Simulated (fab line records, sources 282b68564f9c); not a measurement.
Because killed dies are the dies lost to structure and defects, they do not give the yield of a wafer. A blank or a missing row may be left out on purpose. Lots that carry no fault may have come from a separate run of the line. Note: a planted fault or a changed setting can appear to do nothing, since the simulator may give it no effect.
Code-filled problem report in 8D (eight disciplines) form | flow rit_cmos | the parts of the form that need people (team, actions taken, sign-off) are left out

== 1. THE PROBLEM ==
killed_at_front_end at RIT_M1_PROBE_99 reads a mean of 109.0 on 6 wafers of 2 lots; wafers without a fault read 7.0 with a standard deviation of 2.8. Relative to the usual mean, that is a shift of +36 standard deviations.
Seen first at day 4 18:07 on prober-01, wafer L485.3. Wafers with a number at this step in the record: 9, from 3 lots. Rule for "out" (also "out of limits"): further than 4 standard deviations from the usual mean. All remaining wafers that have a number are taken as sound.

== 2. WHAT IT IS, WHAT IT ISN'T ==
question                    | is                                              | is not
which readings at this step | killed_at_front_end, killed_dies, killed_on_rim | killed_at_contacts, killed_open, killed_short
which lots                  | L485, L489                                      | L499
which wafers of those lots  | all that have a number                          | -
read on which tools         | prober-01                                       | -
when                        | from day 4 18:07                                | up to then (0 sound wafers); but 3 sound wafers of L499 came after

== 3. WHAT RULES OUT EACH SUSPECT ==
Counting: a tool at a process step up to the reading stays a suspect if it ran every lot that is out and no sound lot after the first of them.
- furnace-04 at RIT_FOX2_OXIDATION_00 (target thk 350.7 nm, ox time 1130 s): kept. It ran every lot that is out, first L485 (day 2 21:43), and no sound lot after that.
- prober-01 at RIT_M1_PROBE_99: ruled out as a lasting fault. After its first lot that is out, L485 (day 4 18:07), sound lots L499 ran on it.
The count leaves furnace-04 at RIT_FOX2_OXIDATION_00.

== 4. THE CAUSE (what the simulator had put in) ==
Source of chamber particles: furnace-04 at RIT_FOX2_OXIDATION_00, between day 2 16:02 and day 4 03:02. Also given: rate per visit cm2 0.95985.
Counting left only this tool.

== 5. SEQUENCE OF EFFECTS, ordered by route ==
One row per reading whose mean, taken over the struck wafers that have a number, lies over 3 standard deviations from the usual. Only readings whose record carries a usual standard deviation are examined. hours: median over the lots of the time between each lot's start at the first step of this table that gives one and its start at this step. sigmas: the change, counted in usual standard deviations.
hours | step            | reading             | usual | on struck wafers | change | sigmas
0     | RIT_M1_PROBE_99 | killed_at_front_end | 7.0   | 109.0            | +102.0 | +36
0     | RIT_M1_PROBE_99 | killed_dies         | 7.0   | 109.0            | +102.0 | +36
0     | RIT_M1_PROBE_99 | killed_on_rim       | 2.0   | 28.0             | +26.0  | +19
Here are the process steps it includes:
- RIT_M1_PROBE_99

== 6. WHAT WOULD HAVE CAUGHT IT SOONER ==
In this record the first reading out of limits was taken at day 4 18:07, 50 hours after the fault began at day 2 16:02.
Of the tool readings at RIT_FOX2_OXIDATION_00 for which the record gives a usual standard deviation, none was out on any struck wafer, so an alarm limit of 4 standard deviations on them would not have fired.
The start of RIT_FOX2_OXIDATION_00 on furnace-04 came by day 4 18:07 for every one of the lots that are out (2). Had the tool been put on hold then, not one of them would have been saved.
